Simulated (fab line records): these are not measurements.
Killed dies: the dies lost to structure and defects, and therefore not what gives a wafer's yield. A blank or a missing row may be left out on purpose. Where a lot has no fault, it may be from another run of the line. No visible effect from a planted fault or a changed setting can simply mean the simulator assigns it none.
A struck lot beside a sound one -- flow rit cmos -- 28 steps out of a route of 202
Sound: wafers L526.2, L526.4, L526.6. Struck: wafer L539.4 (left out: L539.1, L539.6 of the same lot, which were not struck); the cause appears at the end.
Order at every step that has rows: each side's tool, ch and its chambers, its first start. Under that, the readings that differ: sound wafers -- struck wafers -- difference of the means -- sigmas: that difference in standard deviations of wafers without a fault.
alike: same words and numbers on both sides, and readings whose means sit less than 2 such deviations apart. not compared: any withheld reading, any reading some wafer has no value for, any bound like >300 that may hide the same value, and any number with overlapping values for which the record gives no deviation.
A row with sigmas, a row that says differs or no value, or rows on one side alone: a step with any of these is where the two part. When numbers do not overlap yet have no deviation, they are printed without sigmas and do not part them. Lack of a reading on every wafer of one side parts them only where that side has two or more wafers.

RIT_SDANNEAL_RTA_03: time 5 s.
  sound on rtp anneal-01 ch 0, day 3 12:28; struck on rtp anneal-02 ch 0, day 6 07:04
  alike: wafer_temp_C_max
RIT_SDANNEAL_RS_MEAS_04: measures by four-point-probe.
  struck on film metro-02, day 6 07:07; sound on film metro-02, day 3 12:31
reading,sound,struck,difference,sigmas
PSD_RS (ohm/sq),115.92 116.05 115.61,115.30,-0.56,-2
RIT_SDANNEAL_RS_MEAS_05: measures by four-point-probe.
  struck on film metro-02, day 6 07:14; sound on film metro-02, day 3 12:38
  alike: NSD_RS
RIT_SDANNEAL_RS_MEAS_06: measures by four-point-probe.
  struck on film metro-02, day 6 07:22; sound on film metro-02, day 3 12:46
reading,sound,struck,difference,sigmas
PLDD_RS (ohm/sq),178.6 179.1 178.5,177.6,-1.1,-2
RIT_SDANNEAL_RS_MEAS_07: measures by four-point-probe.
  struck on film metro-02, day 6 07:29; sound on film metro-02, day 3 12:53
  alike: NLDD_RS
then, 1 step without rows for these wafers: RIT_SILICIDE_WET_ETCH_00 (etches SiO2 in BOE, target depth 14 nm, time 15 s).
RIT_SILICIDE_SPUTTER_01: material Ti, target thk 30 nm, time 240 s.
  struck on pvd sputter-02, day 6 07:37; sound on pvd sputter-02, day 3 13:00
  alike: throttle valve pct
RIT_SILICIDE_RS_MEAS_02: measures by four-point-probe.
  struck on film metro-01, day 6 07:46; sound on film metro-01, day 3 13:10
  alike: SILICIDE_TI_RS
RIT_SILICIDE_THK_MEAS_03: measures by xrf.
  struck on film metro-01, day 6 07:53; sound on film metro-01, day 3 13:17
  alike: SILICIDE_TI_THK
RIT_SILICIDE_RTA_04: time 10 s, ramp up 5 s, ramp down 5 s.
  sound on rtp anneal-02 ch 0, day 3 13:20; struck on rtp anneal-01 ch 0, day 6 07:56
  alike: wafer_temp_C_max
then, 1 step without rows for these wafers: RIT_SILICIDE_WET_ETCH_05 (etches Ti in SPM, time 120 s).
RIT_SILICIDE_RTA_06: time 10 s, ramp up 5 s, ramp down 10 s.
  sound on rtp anneal-01 ch 0, day 3 13:27; struck on rtp anneal-02 ch 0, day 6 08:03
  alike: wafer_temp_C_max
RIT_CONTACT_CVD_00: deposits SiO2 from TEOS, target thk 400 nm, time 61 s.
  sound on pecvd-03 ch 0,1,2, day 3 13:30; struck on pecvd-01 ch 2, day 6 08:07
reading,sound,struck,difference,sigmas
model.SiO2_of_CONTACT_CVD_00.thk nm (nm),391.9 400.4 400.2,618.7,+221.2,
  alike: heater power w
RIT_CONTACT_THK_MEAS_01:
  struck on film metro-01, day 6 08:10; sound on film metro-04, day 3 13:34
reading,sound,struck,difference,sigmas
CONTACT_TEOS_THK (nm),392 401 400,619,+221,+38
then, 6 steps without rows for these wafers: RIT_CONTACT_HMDS_02 (prime time 60 s); RIT_CONTACT_COAT_03 (resist thk 1000 nm); RIT_CONTACT_SOFTBAKE_04 (time 60 s); RIT_CONTACT_EXPOSE_05 (exposes mask M11, target cd 1000 nm); RIT_CONTACT_PEB_06; RIT_CONTACT_DEVELOP_07 (develop time 120 s).
RIT_CONTACT_CD_MEAS_08 targets a cd of 1000 nm.
  struck on cd sem-01, day 6 09:21; sound on cd sem-01, day 3 14:43
reading,sound,struck,difference,sigmas
cd nm (nm),998.9 995.7 1000.6,1003.7,+5.3,+2
RIT_CONTACT_OVL_MEAS_09:
  struck on overlay-02, day 6 09:28; sound on overlay-02, day 3 14:50
reading,sound,struck,difference,sigmas
CONTACT_OVL (nm),-3.6 -2.1 -1.8,1.0,+3.5,+2
then, 1 step without rows for these wafers: RIT_CONTACT_HARDBAKE_10 (time 60 s).
RIT_CONTACT_ETCH_11: etches SiO2 in CHF3/CF4/Ar, stops on TiSi2, target depth 480 nm, time 320 s.
  sound on rie diel-01 ch 1,2,3, day 3 15:01; struck on rie diel-01 ch 0, day 6 09:40
reading,sound,struck,difference,sigmas
model.etch.depth nm (nm),391.9 400.4 400.2,474,+76,
model.CONTACT.feature depth nm (nm),391.9 400.4 400.2,474,+76,
  alike: CHF3_flow_sccm, drypump motor current A, oes product au, throttle valve pct
  not compared: rf hours counter h
RIT_CONTACT_STRIP_12: strips in O2, time 180 s.
  sound on plasma asher-03 ch 0,1, day 3 15:12; struck on plasma asher-03 ch 0, day 6 09:51
  alike: drypump motor current A
  not compared: rf hours counter h
RIT_CONTACT_CD_MEAS_90 targets a cd of 1000 nm.
  struck on cd sem-01, day 6 10:02; sound on cd sem-02, day 3 15:24
reading,sound,struck,difference,sigmas
cd nm (nm),998.8 995.3 999.8,1003.6,+5.6,+3
RIT_CONTACT_CLEAN_13: cleans in SC1, time 600 s.
  sound on wet bench-04 ch 1, day 3 15:30; struck on wet bench-04 ch 0, day 6 10:09
reading,sound,struck,difference,sigmas
model.SiO2_of_CONTACT_CVD_00.thk nm (nm),387.7 396.3 396.1,614.6,+221.2,
  alike: bath guard temp C
then, 1 step without rows for these wafers: RIT_CONTACT_CLEAN_14 (cleans in SC2, time 600 s).

WHERE THEY PART
First at RIT_SDANNEAL_RS_MEAS_04; last, within this record, at RIT_CONTACT_CD_MEAS_90. Later steps at which nothing parts them and some readings are alike: RIT_CONTACT_CLEAN_13.

WHY: what had been put in by the simulator
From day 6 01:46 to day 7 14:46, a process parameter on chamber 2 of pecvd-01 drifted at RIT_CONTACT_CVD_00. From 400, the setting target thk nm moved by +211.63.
